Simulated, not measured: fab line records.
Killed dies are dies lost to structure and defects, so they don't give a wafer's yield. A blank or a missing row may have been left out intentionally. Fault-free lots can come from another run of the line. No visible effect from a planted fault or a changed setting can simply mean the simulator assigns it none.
Problem report in the 8D (eight disciplines) form, filled by code || flow rit_cmos || the parts of the form that need people (team, actions taken, sign-off) are left out

== 1. THE ISSUE ==
Across 9 wafers from 3 lots, NWELL_RS at RIT_WELLDRIVE_RS_MEAS_01 averages 300.9 ohm/sq, while fault-free wafers read 275.7 ohm/sq with a standard deviation of 0.8. Relative to the usual mean, that is a shift of +31 standard deviations.
The step: measures by four-point-probe.
The first sign was on wafer L928.1 at day 3 21:46, on film_metro-04. Wafers with a number at this step in the record: 45, from 15 lots. Rule for "out" (also "out of limits"): further than 4 standard deviations from the usual mean. All remaining wafers that have a number are taken as sound.

== 2. WHAT IT IS, AND WHAT IT ISN'T ==
{"question": "which readings at this step", "is": "NWELL_RS", "is not": "-"}
{"question": "which lots", "is": "L928, L929, L930", "is not": "L920, L921, L922, L923, L924, L925, L926, L927, L938, L939, L940, L942"}
{"question": "which wafers of those lots", "is": "all that have a number", "is not": "-"}
{"question": "read on which gauges", "is": "film_metro-01, film_metro-04", "is not": "film_metro-02"}
{"question": "when", "is": "from day 3 21:46", "is not": "up to then (24 sound wafers); but 12 sound wafers of L938, L939, L940, L942 came after"}

== 3. SUSPECTS, AND WHAT RULES EACH OUT ==
Counting: a tool at any process step up to the reading remains a suspect when it ran all the lots that are out and ran no sound lot after the first of those.
- the gauge at RIT_WELLDRIVE_RS_MEAS_01 is ruled out. 2 gauges (film_metro-01, film_metro-04) read the wafers that are out.
- furnace-04 at RIT_WELLDRIVE_ANNEAL_00 (time 14700 s): ruled out as a lasting fault. After its first lot that is out, L928 (day 3 16:41), sound lots L942 ran on it.
Left after counting: nothing in the record.

== 4. THE CAUSE (what the simulator had put in) ==
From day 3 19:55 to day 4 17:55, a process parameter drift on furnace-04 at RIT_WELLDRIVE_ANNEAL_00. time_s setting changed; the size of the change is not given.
Counting ruled it out, wrongly: the rule takes a fault to strike every lot that its tool runs from its start on, and this one did not.

== 5. SEQUENCE OF EFFECTS, ordered by route ==
Each row: a reading where the mean over the struck wafers with a number is more than 3 standard deviations away from the usual. Only readings for which the record gives a usual standard deviation are gone through. hours: the time from each lot's start at the first step in this table that gives one to its start at this step, as a median over the lots. sigmas: the change in usual standard deviations.
{"hours": 0, "step": "RIT_WELLDRIVE_ANNEAL_00", "reading": "run_length_s", "usual": "18269 s", "on struck wafers": 12390, "change": -5879, "sigmas": "-99 or more"}
{"hours": 5, "step": "RIT_WELLDRIVE_RS_MEAS_01", "reading": "NWELL_RS", "usual": "275.7 ohm/sq", "on struck wafers": 300.9, "change": "+25.2", "sigmas": "+31"}
{"hours": 5, "step": "RIT_WELLDRIVE_RS_MEAS_02", "reading": "PWELL_RS", "usual": "430.9 ohm/sq", "on struck wafers": 456.5, "change": "+25.6", "sigmas": "+20"}
The process steps in it:
- RIT_WELLDRIVE_ANNEAL_00: time 14700 s.

== 6. WHAT WOULD HAVE CAUGHT IT SOONER ==
The first out-of-limits reading at a measuring or inspecting step in this record came at day 3 21:46, 2 hours after the fault's start at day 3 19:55.
Tool's own readings at RIT_WELLDRIVE_ANNEAL_00, run_length_s: out on all struck wafers the step has rows for; an alarm limit on them would have tripped on the first.
